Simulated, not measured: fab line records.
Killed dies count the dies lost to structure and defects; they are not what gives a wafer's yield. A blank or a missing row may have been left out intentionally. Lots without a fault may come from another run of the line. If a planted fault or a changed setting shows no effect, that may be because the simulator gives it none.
Lot-split experiment    flow berkeley cmos170    23 wafers read across 5 lots, on a route 331 steps long

## THE SPLIT
At UCB170_PWELL_OXIDATION_02 (target thk 26.4 nm, ox time 1260 s), the setting temp c was moved away from the recipe's 1000 C on 20 of the 23 wafers read, by -3.0% to +2.6%. All remaining wafers had this setting at the recipe value.

There is no step in the file separating the split from the reading.

## THE READING
PWELL_OXIDE_THK (nm), taken at UCB170_PWELL_THK_MEAS_03. Fault-free wafers of this fab line usually give 26.3 nm, standard deviation 0.4 nm.

wafer   tool, chamber at the split  temp c as run, C  against the recipe  PWELL_OXIDE_THK, nm  against lot-mates on the recipe
L076.1  -, -                        981.7             -1.8%               22.4                 no lot-mate on the recipe
L076.2  -, -                        981.7             -1.8%               21.9                 no lot-mate on the recipe
L076.4  -, -                        981.7             -1.8%               22.1                 no lot-mate on the recipe
L076.5  -, -                        981.7             -1.8%               22.6                 no lot-mate on the recipe
L076.6  -, -                        981.7             -1.8%               22.3                 no lot-mate on the recipe
L077.1  furnace-02, 0               1000              recipe              26.7                 -
L077.3  furnace-02, 0               1000              recipe              26.3                 -
L077.5  furnace-02, 0               1000              recipe              26.6                 -
L078.1  -, -                        1020              +2.0%               31.5                 no lot-mate on the recipe
L078.2  -, -                        1020              +2.0%               31.6                 no lot-mate on the recipe
L078.4  -, -                        1020              +2.0%               31.7                 no lot-mate on the recipe
L078.5  -, -                        1020              +2.0%               31.1                 no lot-mate on the recipe
L078.6  -, -                        1020              +2.0%               31.7                 no lot-mate on the recipe
L081.1  -, -                        1026              +2.6%               33.4                 no lot-mate on the recipe
L081.2  -, -                        1026              +2.6%               33.2                 no lot-mate on the recipe
L081.3  -, -                        1026              +2.6%               33.1                 no lot-mate on the recipe
L081.5  -, -                        1026              +2.6%               33.6                 no lot-mate on the recipe
L081.6  -, -                        1026              +2.6%               33.3                 no lot-mate on the recipe
L084.1  -, -                        970.1             -3.0%               19.3                 no lot-mate on the recipe
L084.3  -, -                        970.1             -3.0%               19.3                 no lot-mate on the recipe
L084.4  -, -                        970.1             -3.0%               19.2                 no lot-mate on the recipe
L084.5  -, -                        970.1             -3.0%               19.2                 no lot-mate on the recipe
L084.6  -, -                        970.1             -3.0%               19.2                 no lot-mate on the recipe

FIT RESULTS
A straight line over all 23 wafers: PWELL_OXIDE_THK changes by +2.49 nm for each +1% of temp c; r = +1.00; the points scatter about the line by 0.24 nm.
Too few moved wafers have a lot-mate on the recipe to fit a line with each lot's own level taken away.

## THE WHOLE CHAIN: every reading that the file lists as answering this split, in the file's order
step                       what it does                        reading                                                                             change (the file's fit)               r (the file's)
UCB170_PWELL_OXIDATION_02  target thk 26.4 nm, ox time 1260 s  SiO2_of_PWELL_OXIDATION_02.thk nm (the simulator's own value, which no gauge read)  +2.48 nm for each +1% of the setting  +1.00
UCB170_PWELL_THK_MEAS_03                                       PWELL_OXIDE_THK                                                                     +2.48 for each +1% of the setting     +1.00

## THE FILE'S OWN FIT
PWELL_OXIDE_THK changes by +2.48 nm for each +1% of temp c, r = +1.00.
